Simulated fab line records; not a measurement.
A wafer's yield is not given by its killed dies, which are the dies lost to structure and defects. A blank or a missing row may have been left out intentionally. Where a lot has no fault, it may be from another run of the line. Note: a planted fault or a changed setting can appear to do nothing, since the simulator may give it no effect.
Comparing a struck lot with a sound one | flow berkeley cmos170 | 44 out of 331 route steps
Sound: these wafers, L870.4, L870.5, L870.6. Struck: wafers L859.1, L859.2, L859.6. Last of all comes the cause.
Each step with rows lists, per side, the tool, then ch with its chambers, then its first start. Under that, the readings that differ: sound wafers | struck wafers | difference of the means | sigmas: that difference in standard deviations of wafers without a fault.
alike: readings with means less than 2 such deviations apart, plus words and numbers identical on both sides. not compared: withheld readings, readings lacking a value on some wafer, bounds such as >300 that could conceal the same value, and numbers that have no deviation in the record and whose values overlap.
A row with sigmas, a row that says differs or no value, or rows on one side alone: a step with any of these is where the two part. Numbers that don't overlap but have no deviation are shown without sigmas and don't part them. Lack of a reading on every wafer of one side parts them only where that side has two or more wafers.

UCB170_GATE_ETCH_15: etches poly-Si in HBr/Cl2, stops on SiO2, time 56.3 s, target depth 278.2 nm.
  sound on rie si-02 ch 0,1,2, day 11 23:25; struck on rie si-02 ch 0,2,3, day 9 04:50
  alike: drypump motor current A, mfc cl2 sccm, oes product au, throttle valve pct
  not compared: rf hours counter h
UCB170_GATE_STRIP_16: strips in O2.
  sound on plasma asher-04 ch 0,1, day 11 23:29; struck on plasma asher-04 ch 0,1, day 9 04:53
  alike: drypump motor current A, oes product au
  not compared: rf hours counter h
UCB170_GATE_CD_MEAS_90 targets a cd of 350 nm.
  sound on cd sem-02 at day 11 23:36; struck on cd sem-01 at day 9 05:00
  alike: cd nm
then, 7 steps without rows for these wafers: UCB170_GATE_CLEAN_17 (cleans in SPM, time 600 s); UCB170_PLDD_HMDS_00 (prime time 60 s); UCB170_PLDD_COAT_01 (resist thk 900 nm); UCB170_PLDD_SOFTBAKE_02 (time 60 s); UCB170_PLDD_EXPOSE_03 (exposes mask PSELECT, target cd 1200 nm); UCB170_PLDD_PEB_04; UCB170_PLDD_DEVELOP_05 (develop time 45 s).
UCB170_PLDD_CD_MEAS_06 targets a cd of 1200 nm.
  sound on cd sem-01 at day 12 00:44; struck on cd sem-02 at day 9 06:08
  alike: cd nm
UCB170_PLDD_OVL_MEAS_07:
  sound on overlay-01 at day 12 00:49; struck on overlay-02 at day 9 06:16
  alike: PLDD_OVL
UCB170_PLDD_IMPLANT_08:
  sound on implanter-01 ch 0, day 12 00:55; struck on implanter-03 ch 0, day 9 06:18
  reading            | sound                         | struck                           | difference  | sigmas
  beam on s (s)      | 10.15 9.97 10.15              | 38.85 38.39 40.47                | +29.15      | +99 or more
  dose ions cm2      | 5.005e+13 4.999e+13 4.999e+13 | 2.5001e+14 2.5008e+14 2.5003e+14 | +2.0003e+14 | +99 or more
  faraday current uA | 156 159 156                   | 205 207 196                      | +46         | +14
after that, 1 step had no rows for these wafers: UCB170_PLDD_IMPLANT_09.
UCB170_PLDD_STRIP_10: strips in O2.
  sound on plasma asher-01 ch 0,1, day 12 01:10; struck on plasma asher-04 ch 0,1, day 9 06:36
  alike: drypump motor current A, oes product au, strip time to endpoint s
  not compared: rf hours counter h
UCB170_PLDD_TW_MEAS_11:
  sound on film metro-02 at day 12 01:16; struck on film metro-03 at day 9 06:44
  reading | sound          | struck         | difference | sigmas
  PLDD_TW | 1012 1010 1016 | 1421 1423 1414 | +407       | +49
then, 7 steps without rows for these wafers: UCB170_PLDD_CLEAN_12 (cleans in SPM, time 600 s); UCB170_NLDD_HMDS_00 (prime time 60 s); UCB170_NLDD_COAT_01 (resist thk 900 nm); UCB170_NLDD_SOFTBAKE_02 (time 60 s); UCB170_NLDD_EXPOSE_03 (exposes mask NSELECT, target cd 1200 nm); UCB170_NLDD_PEB_04; UCB170_NLDD_DEVELOP_05 (develop time 45 s).
UCB170_NLDD_CD_MEAS_06 targets a cd of 1200 nm.
  sound on cd sem-02 at day 12 02:35; struck on cd sem-02 at day 9 08:04
  alike: cd nm
UCB170_NLDD_OVL_MEAS_07:
  sound on overlay-02 at day 12 02:40; struck on overlay-02 at day 9 08:11
  alike: NLDD_OVL
then, 3 steps without rows for these wafers: UCB170_NLDD_IMPLANT_08; UCB170_NLDD_IMPLANT_09; UCB170_NLDD_STRIP_10 (strips in O2).
UCB170_NLDD_TW_MEAS_11:
  sound on film metro-01 at day 12 03:06; struck on film metro-02 at day 9 08:37
  alike: NLDD_TW
then, 1 step without rows for these wafers: UCB170_NLDD_CLEAN_12 (cleans in SPM, time 600 s).
UCB170_SPACER_CVD_00: deposits SiO2 from TEOS/O2, target thk 376 nm, time 47 s.
  sound on pecvd-01 ch 0,1,2, day 12 03:31; struck on pecvd-01 ch 0,1,2, day 9 08:51
  alike: heater power w, susceptor temp C
UCB170_SPACER_THK_MEAS_01:
  sound on film metro-01 at day 12 03:34; struck on film metro-03 at day 9 08:54
  alike: SPACER_TEOS_THK
then, 1 step without rows for these wafers: UCB170_SPACER_ANNEAL_02 (time 1800 s).
UCB170_SPACER_ETCHBACK_03: etches SiO2 in CHF3/CF4/Ar, stops on Si, target depth 376 nm, time 100 s.
  sound on rie diel-03 ch 0,1,2, day 12 09:50; struck on rie diel-02 ch 1,3, day 9 15:55
  alike: CHF3_flow_sccm, drypump motor current A, oes product au, throttle valve pct
  not compared: rf hours counter h
then, 6 steps without rows for these wafers: UCB170_PSD_HMDS_00 (prime time 60 s); UCB170_PSD_COAT_01 (resist thk 900 nm); UCB170_PSD_SOFTBAKE_02 (time 60 s); UCB170_PSD_EXPOSE_03 (exposes mask PSELECT MOD, target cd 1200 nm); UCB170_PSD_PEB_04; UCB170_PSD_DEVELOP_05 (develop time 45 s).
UCB170_PSD_CD_MEAS_06 targets a cd of 1200 nm.
  sound on cd sem-01 at day 12 10:49; struck on cd sem-01 at day 9 17:04
  alike: cd nm
UCB170_PSD_OVL_MEAS_07:
  sound on overlay-01 at day 12 10:53; struck on overlay-01 at day 9 17:11
  alike: PSD_OVL
UCB170_SDANNEAL_RS_MEAS_04: a four-point-probe measurement.
  sound on film metro-03 at day 12 16:10; struck on film metro-03 at day 9 22:41
  reading          | sound                | struck            | difference | sigmas
  PLDD_RS (ohm/sq) | 1032.0 1029.4 1035.2 | 461.5 460.5 460.0 | -571.5     | -99 or more
after that, 1 step had no rows for these wafers: UCB170_M3_PROBE_99.

WHERE THEY PART
First at UCB170_PLDD_IMPLANT_08; last, within this record, at UCB170_SDANNEAL_RS_MEAS_04.

WHY: the cause the simulator had injected
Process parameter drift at UCB170_PLDD_IMPLANT_08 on implanter-03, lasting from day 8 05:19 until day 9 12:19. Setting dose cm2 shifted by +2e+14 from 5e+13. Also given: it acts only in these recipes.
